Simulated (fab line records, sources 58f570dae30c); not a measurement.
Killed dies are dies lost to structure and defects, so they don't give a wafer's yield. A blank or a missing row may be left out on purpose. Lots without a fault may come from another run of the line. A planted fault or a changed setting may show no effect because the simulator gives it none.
Which tool did it? | flow berkeley_cmos170 | 14 lots, 42 wafers sampled, at 2 steps of a route of 331

WHAT THE GAUGES READ, wafer by wafer
UCB170_PWELL_TW_MEAS_17. Usual: PWELL_TW 377, standard deviation 4.6.
lot  | measured    | on            | PWELL_TW                | flag
L971 | day 3 07:38 | film_metro-04 | 381 381 380             |
L970 | day 3 07:55 | film_metro-01 | 370 370 373             |
L973 | day 3 12:01 | film_metro-01 | 375 373 373             |
L975 | day 3 23:43 | film_metro-01 | 370 373 373             |
L977 | day 4 14:50 | film_metro-01 | 375 375 375             |
L978 | day 4 15:06 | film_metro-04 | 385 385 383             |
L983 | day 5 13:46 | film_metro-03 | 340 341 340 338 340 340 | OFF
L984 | day 5 18:20 | film_metro-04 | 340 338 338 339 339 340 | OFF
L985 | day 5 21:49 | film_metro-01 | 371 373 372             |
L988 | day 6 09:19 | film_metro-04 | 380 382 381             |
L987 | day 6 15:49 | film_metro-01 | 371 370 370             |
L990 | day 6 23:57 | film_metro-01 | 371 372 373             |
L989 | day 7 00:08 | film_metro-01 | 375 374 374             |
L993 | day 7 20:47 | film_metro-01 | 376 376 378             |

WHICH TOOL RAN EACH LOT (tool, then ch and the chambers of the sampled wafers, then the start)
lot  | UCB170_PWELL_IMPLANT_15
L971 | implanter-04 ch 0, day 3 07:23
L970 | implanter-01 ch 0, day 3 07:41
L973 | implanter-04 ch 0, day 3 11:46
L975 | implanter-03 ch 0, day 3 23:29
L977 | implanter-01 ch 0, day 4 14:35
L978 | implanter-03 ch 0, day 4 14:52
L983 | implanter-03 ch 0, day 5 13:31
L984 | implanter-03 ch 0, day 5 18:07
L985 | implanter-01 ch 0, day 5 21:34
L988 | implanter-01 ch 0, day 6 09:04
L987 | implanter-04 ch 0, day 6 15:35
L990 | implanter-04 ch 0, day 6 23:42
L989 | implanter-04 ch 0, day 6 23:55
L993 | implanter-01 ch 0, day 7 20:32
- UCB170_PWELL_IMPLANT_15

WHAT THE TOOLS THEMSELVES READ (means of the sampled wafers that have a number; where no wafer has one, the mark that the record gives instead)
UCB170_PWELL_IMPLANT_15. Usual: dose_ions_cm2 5.001e+12, standard deviation 5.4e+09; end_station_pressure_torr 5.02e-06 Torr, standard deviation 2.5e-07; faraday_current_uA 15.86, standard deviation 0.3; tilt_deg 7.003 degrees, standard deviation 0.02.
lot  | tool         | dose_ions_cm2 | end_station_pressure_torr (Torr) | faraday_current_uA | tilt_deg (degrees) | flag
L971 | implanter-04 | 5.007e+12     | 5.16e-06                         | 15.75              | 7.023              |
L970 | implanter-01 | 5.006e+12     | 5.20e-06                         | 15.62              | 6.988              |
L973 | implanter-04 | 5.003e+12     | 5.22e-06                         | 15.81              | 7.008              |
L975 | implanter-03 | 4.997e+12     | 5.02e-06                         | 15.87              | 7.022              |
L977 | implanter-01 | 5.001e+12     | 4.88e-06                         | 16.11              | 7.032              |
L978 | implanter-03 | 4.998e+12     | 4.84e-06                         | 15.88              | 6.984              |
L983 | implanter-03 | 3.384e+12     | 4.80e-06                         | 10.66              | 6.993              | OFF
L984 | implanter-03 | 3.384e+12     | 5.23e-06                         | 10.65              | 7.014              | OFF
L985 | implanter-01 | 5.002e+12     | 5.16e-06                         | 15.88              | 6.975              |
L988 | implanter-01 | 4.997e+12     | 5.01e-06                         | 15.75              | 7.003              |
L987 | implanter-04 | 5.001e+12     | 5.11e-06                         | 15.79              | 6.969              |
L990 | implanter-04 | 5.006e+12     | 4.91e-06                         | 15.94              | 7.016              |
L989 | implanter-04 | 4.999e+12     | 5.00e-06                         | 15.93              | 7.013              |
L993 | implanter-01 | 4.996e+12     | 5.06e-06                         | 16.14              | 6.981              |

THE ANSWER, worked out from the rows above alone
Rule: a lot is off if the mean of its wafers that have a number lies more than 3 standard deviations from the usual mean. A lot without any number at a reading at which 4 lots or more have one is off too. The other lots that the step has rows for count as sound. The gauges are gone through in route order, then the tools' own readings, and for those a lot's mean is taken as printed above. The first step at which some lot is off is used, and at that step the reading that is off furthest; a lot without a number counts as furthest.
Off: L983, L984, at UCB170_PWELL_TW_MEAS_17 (PWELL_TW).
A tool fits if, at a process step before that reading, it ran every lot that is off, and no sound lot after the first of them. The gauges at UCB170_PWELL_TW_MEAS_17 aren't tried: what is off there is off at UCB170_PWELL_IMPLANT_15 too, on other tools, and a gauge's error can't cause that. One fits: implanter-03 at UCB170_PWELL_IMPLANT_15. Its last sound lot is L978 (day 4 14:52), its first lot that is off L983 (day 5 13:31): a fault that began between those two fits.
The tool's own readings at UCB170_PWELL_IMPLANT_15 bear it out: on the lots that are off they differ by more than 5 times the standard deviation of the sound lots' means. dose_ions_cm2 reads 3.384e+12 there against 5.001e+12 on the sound lots; faraday_current_uA reads 10.66 there against 15.87 on the sound lots.

WHAT THE SIMULATOR HAD PUT IN
Process parameter drift: implanter-03, from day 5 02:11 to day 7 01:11, at UCB170_PWELL_IMPLANT_15. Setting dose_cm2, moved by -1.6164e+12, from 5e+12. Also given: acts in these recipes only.
Lots struck among those shown: L983, L984. The rule above found the same.
